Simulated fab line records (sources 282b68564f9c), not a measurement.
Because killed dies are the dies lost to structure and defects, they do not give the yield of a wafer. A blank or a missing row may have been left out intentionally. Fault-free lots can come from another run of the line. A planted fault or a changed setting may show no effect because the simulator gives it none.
The tool behind it: which one? :: flow rit-cmos :: 14 lots with 42 wafers sampled at 6 steps, on a route of 202 steps

== WHAT THE GAUGES READ, wafer by wafer ==
RIT_ACTIVE_THK_MEAS_04.
lot: L119
measured: day 1 13:33
on: film-metro-04
ACTIVE_NITRIDE_THK (nm): 150.9 151.9 150.8

lot: L120
measured: day 1 18:32
on: film-metro-01
ACTIVE_NITRIDE_THK (nm): 147.7 148.4 148.0

lot: L121
measured: day 1 23:32
on: film-metro-01
ACTIVE_NITRIDE_THK (nm): 150.8 150.9 151.6

lot: L122
measured: day 2 04:32
on: film-metro-04
ACTIVE_NITRIDE_THK (nm): 149.9 148.4 150.4

lot: L123
measured: day 2 09:32
on: film-metro-04
ACTIVE_NITRIDE_THK (nm): 149.2 150.2 149.3

lot: L124
measured: day 2 14:32
on: film-metro-01
ACTIVE_NITRIDE_THK (nm): 149.6 151.1 148.4

lot: L126
measured: day 3 00:33
on: film-metro-04
ACTIVE_NITRIDE_THK (nm): 148.1 148.5 150.1

lot: L133
measured: day 4 11:32
on: film-metro-04
ACTIVE_NITRIDE_THK (nm): 169.0 169.3 169.6

lot: L135
measured: day 4 22:16
on: film-metro-04
ACTIVE_NITRIDE_THK (nm): 170.1 170.6 170.0

lot: L137
measured: day 5 07:44
on: film-metro-01
ACTIVE_NITRIDE_THK (nm): 149.3 149.9 149.7

lot: L138
measured: day 5 12:33
on: film-metro-04
ACTIVE_NITRIDE_THK (nm): 149.1 148.8 149.0

lot: L140
measured: day 5 22:33
on: film-metro-04
ACTIVE_NITRIDE_THK (nm): 148.2 148.2 147.5

lot: L141
measured: day 6 03:32
on: film-metro-04
ACTIVE_NITRIDE_THK (nm): 148.8 148.2 148.6

lot: L142
measured: day 6 08:32
on: film-metro-01
ACTIVE_NITRIDE_THK (nm): 150.7 150.8 149.8

RIT_FOX1_THK_MEAS_01.
lot: L119
measured: day 1 17:04
on: film-metro-01
FOX1_OXIDE_THK (nm): 337 340 337

lot: L120
measured: day 1 22:58
on: film-metro-02
FOX1_OXIDE_THK (nm): 341 337 339

lot: L121
measured: day 2 02:50
on: film-metro-04
FOX1_OXIDE_THK (nm): 350 348 347

lot: L122
measured: day 2 07:49
on: film-metro-04
FOX1_OXIDE_THK (nm): 351 345 348

lot: L123
measured: day 2 12:50
on: film-metro-01
FOX1_OXIDE_THK (nm): 344 340 339

lot: L124
measured: day 2 19:22
on: film-metro-01
FOX1_OXIDE_THK (nm): 355 354 352

lot: L126
measured: day 3 04:24
on: film-metro-04
FOX1_OXIDE_THK (nm): 358 360 362

lot: L133
measured: day 4 14:57
on: film-metro-02
FOX1_OXIDE_THK (nm): 354 351 349

lot: L135
measured: day 5 03:17
on: film-metro-01
FOX1_OXIDE_THK (nm): 342 339 335

lot: L137
measured: day 5 11:02
on: film-metro-02
FOX1_OXIDE_THK (nm): 339 339 339

lot: L138
measured: day 5 16:31
on: film-metro-04
FOX1_OXIDE_THK (nm): 346 344 353

lot: L140
measured: day 6 02:10
on: film-metro-04
FOX1_OXIDE_THK (nm): 349 361 357

lot: L141
measured: day 6 06:49
on: film-metro-02
FOX1_OXIDE_THK (nm): 348 356 351

lot: L142
measured: day 6 11:59
on: film-metro-04
FOX1_OXIDE_THK (nm): 347 351 345

RIT_NRETRO_OVL_MEAS_06.
lot: L119
measured: day 2 05:53
on: overlay-01
NRETRO_OVL (nm): 0.0 1.6 1.1

lot: L120
measured: day 2 11:05
on: overlay-02
NRETRO_OVL (nm): 0.4 0.2 1.1

lot: L121
measured: day 2 16:02
on: overlay-02
NRETRO_OVL (nm): 0.4 -1.1 0.5

lot: L122
measured: day 2 20:54
on: overlay-01
NRETRO_OVL (nm): 0.8 0.8 0.0

lot: L123
measured: day 3 01:06
on: overlay-01
NRETRO_OVL (nm): -0.6 -0.8 -0.7

lot: L124
measured: day 3 07:28
on: overlay-01
NRETRO_OVL (nm): -1.2 -0.5 -1.2

lot: L126
measured: day 3 16:43
on: overlay-02
NRETRO_OVL (nm): 3.2 2.5 2.5

lot: L133
measured: day 5 02:56
on: overlay-02
NRETRO_OVL (nm): -1.8 -1.7 -1.2

lot: L135
measured: day 5 15:15
on: overlay-01
NRETRO_OVL (nm): -0.5 0.7 -0.1

lot: L137
measured: day 5 23:06
on: overlay-02
NRETRO_OVL (nm): 0.8 0.1 0.9

lot: L138
measured: day 6 05:31
on: overlay-01
NRETRO_OVL (nm): 0.2 0.8 0.1

lot: L140
measured: day 6 15:05
on: overlay-01
NRETRO_OVL (nm): -2.0 0.0 -0.9

lot: L141
measured: day 6 18:50
on: overlay-02
NRETRO_OVL (nm): 1.6 0.0 0.7

lot: L142
measured: day 7 00:03
on: overlay-01
NRETRO_OVL (nm): -0.2 0.0 0.7

RIT_FOX2_THK_MEAS_91.
lot: L119
measured: day 2 08:44
on: film-metro-03
FIELD_OXIDE_LEFT_2_THK (nm): 263 258 263

lot: L120
measured: day 2 13:49
on: film-metro-02
FIELD_OXIDE_LEFT_2_THK (nm): 240 239 234

lot: L121
measured: day 2 19:10
on: film-metro-02
FIELD_OXIDE_LEFT_2_THK (nm): 248 245 247

lot: L122
measured: day 2 23:50
on: film-metro-02
FIELD_OXIDE_LEFT_2_THK (nm): 252 254 255

lot: L123
measured: day 3 03:53
on: film-metro-02
FIELD_OXIDE_LEFT_2_THK (nm): 244 242 256

lot: L124
measured: day 3 10:11
on: film-metro-04
FIELD_OXIDE_LEFT_2_THK (nm): 250 251 252

lot: L126
measured: day 3 19:37
on: film-metro-03
FIELD_OXIDE_LEFT_2_THK (nm): 260 260 254

lot: L133
measured: day 5 05:44
on: film-metro-04
FIELD_OXIDE_LEFT_2_THK (nm): 245 249 248

lot: L135
measured: day 5 17:54
on: film-metro-03
FIELD_OXIDE_LEFT_2_THK (nm): 248 250 253

lot: L137
measured: day 6 01:52
on: film-metro-02
FIELD_OXIDE_LEFT_2_THK (nm): 249 253 246

lot: L138
measured: day 6 08:25
on: film-metro-02
FIELD_OXIDE_LEFT_2_THK (nm): 255 255 258

lot: L140
measured: day 6 17:55
on: film-metro-03
FIELD_OXIDE_LEFT_2_THK (nm): 264 264 261

lot: L141
measured: day 6 21:36
on: film-metro-03
FIELD_OXIDE_LEFT_2_THK (nm): 249 252 246

lot: L142
measured: day 7 02:49
on: film-metro-04
FIELD_OXIDE_LEFT_2_THK (nm): 258 259 257

== TOOL THAT RAN EACH LOT (tool first, then ch and the chambers of the sampled wafers, then the start) ==
lot: L119
RIT_ACTIVE_CVD_03: lpcvd-01 ch 1, day 1 12:07
RIT_ACTIVE_ETCH_13: rie-diel-03 ch 1,3, day 1 14:53

lot: L120
RIT_ACTIVE_CVD_03: lpcvd-02 ch 0, day 1 17:07
RIT_ACTIVE_ETCH_13: rie-diel-03 ch 0,2,3, day 1 19:43

lot: L121
RIT_ACTIVE_CVD_03: lpcvd-01 ch 0, day 1 22:07
RIT_ACTIVE_ETCH_13: rie-diel-01 ch 0,1,2, day 2 00:43

lot: L122
RIT_ACTIVE_CVD_03: lpcvd-02 ch 0, day 2 03:07
RIT_ACTIVE_ETCH_13: rie-diel-04 ch 0,1,2, day 2 05:43

lot: L123
RIT_ACTIVE_CVD_03: lpcvd-01 ch 1, day 2 08:07
RIT_ACTIVE_ETCH_13: rie-diel-03 ch 1,2,3, day 2 10:43

lot: L124
RIT_ACTIVE_CVD_03: lpcvd-02 ch 1, day 2 13:07
RIT_ACTIVE_ETCH_13: rie-diel-01 ch 0,3, day 2 15:43

lot: L126
RIT_ACTIVE_CVD_03: lpcvd-02 ch 1, day 2 23:07
RIT_ACTIVE_ETCH_13: rie-diel-04 ch 0,1,2, day 3 01:50

lot: L133
RIT_ACTIVE_CVD_03: lpcvd-02 ch 1, day 4 10:07
RIT_ACTIVE_ETCH_13: rie-diel-03 ch 0,2,3, day 4 12:51

lot: L135
RIT_ACTIVE_CVD_03: lpcvd-02 ch 1, day 4 20:07
RIT_ACTIVE_ETCH_13: rie-diel-03 ch 2,3, day 4 23:32

lot: L137
RIT_ACTIVE_CVD_03: lpcvd-01 ch 0, day 5 06:19
RIT_ACTIVE_ETCH_13: rie-diel-01 ch 0,1,3, day 5 08:55

lot: L138
RIT_ACTIVE_CVD_03: lpcvd-01 ch 1, day 5 11:07
RIT_ACTIVE_ETCH_13: rie-diel-03 ch 0,1,2, day 5 13:43

lot: L140
RIT_ACTIVE_CVD_03: lpcvd-01 ch 1, day 5 21:07
RIT_ACTIVE_ETCH_13: rie-diel-03 ch 0,1,2, day 5 23:50

lot: L141
RIT_ACTIVE_CVD_03: lpcvd-01 ch 1, day 6 02:07
RIT_ACTIVE_ETCH_13: rie-diel-03 ch 0,3, day 6 04:43

lot: L142
RIT_ACTIVE_CVD_03: lpcvd-01 ch 1, day 6 07:07
RIT_ACTIVE_ETCH_13: rie-diel-01 ch 0,3, day 6 09:50
- RIT_ACTIVE_CVD_03: deposits Si3N4 from SiH2Cl2/NH3, target thk 150 nm, time 1500 s.
- RIT_ACTIVE_ETCH_13: etches Si3N4 in SF6, stops on SiO2, time 210 s, target depth 210 nm.

== AS READ BY THE TOOLS THEMSELVES (means over the sampled wafers that have a number; for cases with no such wafer, the mark the record gives instead) ==
RIT_ACTIVE_CVD_03.
lot: L119
tool: lpcvd-01
nh3-flow-sccm (sccm): 150.1

lot: L120
tool: lpcvd-02
nh3-flow-sccm (sccm): 150.4

lot: L121
tool: lpcvd-01
nh3-flow-sccm (sccm): 150.0

lot: L122
tool: lpcvd-02
nh3-flow-sccm (sccm): 150.0

lot: L123
tool: lpcvd-01
nh3-flow-sccm (sccm): 150.0

lot: L124
tool: lpcvd-02
nh3-flow-sccm (sccm): 150.4

lot: L126
tool: lpcvd-02
nh3-flow-sccm (sccm): 150.2

lot: L133
tool: lpcvd-02
nh3-flow-sccm (sccm): 179.7

lot: L135
tool: lpcvd-02
nh3-flow-sccm (sccm): 180.1

lot: L137
tool: lpcvd-01
nh3-flow-sccm (sccm): 150.2

lot: L138
tool: lpcvd-01
nh3-flow-sccm (sccm): 149.8

lot: L140
tool: lpcvd-01
nh3-flow-sccm (sccm): 150.1

lot: L141
tool: lpcvd-01
nh3-flow-sccm (sccm): 150.2

lot: L142
tool: lpcvd-01
nh3-flow-sccm (sccm): 150.1

RIT_ACTIVE_ETCH_13.
lot: L119
tool: rie-diel-03
chamber-pressure-mTorr (mTorr): 260.03
drypump-motor-current-A (A): 5.4
oes-product-au (a.u.): 0.820
throttle-valve-pct (%): 7.55

lot: L120
tool: rie-diel-03
chamber-pressure-mTorr (mTorr): 259.92
drypump-motor-current-A (A): 5.4
oes-product-au (a.u.): 0.810
throttle-valve-pct (%): 7.51

lot: L121
tool: rie-diel-01
chamber-pressure-mTorr (mTorr): 259.91
drypump-motor-current-A (A): 5.7
oes-product-au (a.u.): 0.836
throttle-valve-pct (%): 7.66

lot: L122
tool: rie-diel-04
chamber-pressure-mTorr (mTorr): 260.16
drypump-motor-current-A (A): 5.7
oes-product-au (a.u.): 0.823
throttle-valve-pct (%): 7.59

lot: L123
tool: rie-diel-03
chamber-pressure-mTorr (mTorr): 259.98
drypump-motor-current-A (A): 5.1
oes-product-au (a.u.): 0.807
throttle-valve-pct (%): 7.50

lot: L124
tool: rie-diel-01
chamber-pressure-mTorr (mTorr): 260.15
drypump-motor-current-A (A): 5.8
oes-product-au (a.u.): 0.838
throttle-valve-pct (%): 7.58

lot: L126
tool: rie-diel-04
chamber-pressure-mTorr (mTorr): 260.07
drypump-motor-current-A (A): 5.7
oes-product-au (a.u.): 0.825
throttle-valve-pct (%): 7.59

lot: L133
tool: rie-diel-03
chamber-pressure-mTorr (mTorr): 260.01
drypump-motor-current-A (A): 5.4
oes-product-au (a.u.): 0.872
throttle-valve-pct (%): 7.52

lot: L135
tool: rie-diel-03
chamber-pressure-mTorr (mTorr): 260.07
drypump-motor-current-A (A): 5.4
oes-product-au (a.u.): 0.873
throttle-valve-pct (%): 7.49

lot: L137
tool: rie-diel-01
chamber-pressure-mTorr (mTorr): 259.97
drypump-motor-current-A (A): 5.8
oes-product-au (a.u.): 0.830
throttle-valve-pct (%): 7.59

lot: L138
tool: rie-diel-03
chamber-pressure-mTorr (mTorr): 259.84
drypump-motor-current-A (A): 5.1
oes-product-au (a.u.): 0.810
throttle-valve-pct (%): 7.52

lot: L140
tool: rie-diel-03
chamber-pressure-mTorr (mTorr): 260.09
drypump-motor-current-A (A): 5.1
oes-product-au (a.u.): 0.809
throttle-valve-pct (%): 7.52

lot: L141
tool: rie-diel-03
chamber-pressure-mTorr (mTorr): 260.02
drypump-motor-current-A (A): 5.7
oes-product-au (a.u.): 0.814
throttle-valve-pct (%): 7.57

lot: L142
tool: rie-diel-01
chamber-pressure-mTorr (mTorr): 259.94
drypump-motor-current-A (A): 6.0
oes-product-au (a.u.): 0.835
throttle-valve-pct (%): 7.45

== THE ANSWER, worked out from the rows above alone ==
Rule: the usual values come from the lots themselves. The widest of any qualifying gaps counts: lots, ordered by their means at a reading, are off when they make up no more than a third of the lots, leave a main group of 4 or more, and stand apart from it by 3 or more times the standard deviation of that group's means. A main group whose means are all the same, to the digits that the tables above print for the reading, isn't used. A lot without any number at a reading at which 4 lots or more have one is off too. Any other lot the step has rows for is counted as sound. Order of review: gauges by route order, followed by the tools' own readings, for which a lot's mean as printed above is used. The first step at which some lot is off is used, and at that step the reading that is off furthest; a lot without a number counts as furthest.
Off: L133, L135, at RIT_ACTIVE_THK_MEAS_04 (ACTIVE_NITRIDE_THK). The main group: mean 149.5 nm, standard deviation 1.
If a tool, at a process step before that reading, ran all the lots that are off and no sound lot after the first of them, it fits. The gauges at RIT_ACTIVE_THK_MEAS_04 aren't tried: what is off there is off at RIT_ACTIVE_CVD_03 too, on other tools, and a gauge's error can't cause that. One candidate fits, namely lpcvd-02 at RIT_ACTIVE_CVD_03. Its last sound lot is L126 (day 2 23:07), its first lot that is off L133 (day 4 10:07): a fault that began between those two fits.
On the lots that are off, the tool's own readings at RIT_ACTIVE_CVD_03 differ by more than 5 times the standard deviation of the sound lots' means, which bears it out; nh3-flow-sccm reads 179.9 sccm there versus 150.1 sccm on the sound lots.

== WHAT THE SIMULATOR PUT IN ==
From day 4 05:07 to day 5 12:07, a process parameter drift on lpcvd-02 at RIT_ACTIVE_CVD_03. A move of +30 in setting nh3-flow-sccm, from 150. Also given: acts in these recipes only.
Lots struck among those shown: L133, L135. Same finding as the rule above.
